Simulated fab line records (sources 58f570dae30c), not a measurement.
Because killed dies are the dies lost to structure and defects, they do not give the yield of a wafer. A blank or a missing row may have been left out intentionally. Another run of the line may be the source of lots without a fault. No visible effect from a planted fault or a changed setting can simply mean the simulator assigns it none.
Problem report in the 8D (eight disciplines) form, filled by code -- flow berkeley cmos170 -- the parts of the form that need people (team, actions taken, sign-off) are left out

1. WHAT WENT WRONG
Mean of bias w at UCB170_CONTACT_ETCH_17: 88.21 W across 6 wafers in 2 lots; on wafers with no fault it is 99.99 W (standard deviation 0.3). Relative to the usual mean, that is a shift of -39 standard deviations.
The step: etches BARC in N2/H2.
The first sign was on wafer L145.1 at day 8 12:20, on rie diel-04. The record holds 42 wafers of 14 lots with a number at this step. By rule, "out" or "out of limits" means more than 4 standard deviations away from the usual mean. The rest of the wafers with a number are treated as sound.

2. WHAT THIS IS AND IS NOT
question,is,is not
which readings at this step,bias w,"h2 flow sccm, throttle valve pct"
which lots,"L145, L149","L137, L138, L139, L140, L142, L143, L147, L152, L153, L156, L157, L159"
which wafers of those lots,all that have a number,-
read on which tools,rie diel-04,"rie diel-02, rie diel-03"
when,from day 8 12:20,"up to then (18 sound wafers); but 18 sound wafers of L147, L152, L153, L156, L157, L159 came after"

3. THE SUSPECTS, EACH WITH WHAT RULES IT OUT
Counting: a tool at any process step up to the reading remains a suspect when it ran all the lots that are out and ran no sound lot after the first of those.
- rie diel-04 at UCB170_CONTACT_ETCH_17 (etches BARC in N2/H2): kept. It processed each lot that is out, first L145 at day 8 12:20, and no sound lot thereafter; up to then, the last sound lot it processed was L143 at day 8 11:05. Its own bias w readings are out on those wafers.
Remaining after the count: rie diel-04 at UCB170_CONTACT_ETCH_17.

4. THE CAUSE (what the simulator had put in)
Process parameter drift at UCB170_CONTACT_ETCH_17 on rie diel-04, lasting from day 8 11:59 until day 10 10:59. Setting bias w shifted by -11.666 from 100. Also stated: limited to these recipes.
This tool alone remained once counting was done.

5. THE CHAIN OF EFFECTS, in route order
Rows list readings where the struck wafers' mean (over those with a number) sits beyond 3 standard deviations from the usual. Scope: only readings with a usual standard deviation given in the record; hours: median across lots of the time from each lot's start at the first step in this table that gives one to its start at this step; sigmas: change in usual standard deviations.
hours,step,reading,usual,on struck wafers,change,sigmas
0,UCB170_CONTACT_ETCH_17,bias w,99.99 W,88.21,-11.78,-39
Its process steps:
- UCB170_CONTACT_ETCH_17: etches BARC in N2/H2.

6. HOW IT WOULD HAVE BEEN CAUGHT EARLIER
0 hours passed between the start of the fault at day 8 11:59 and the first reading out of limits in this record, taken at day 8 12:20.
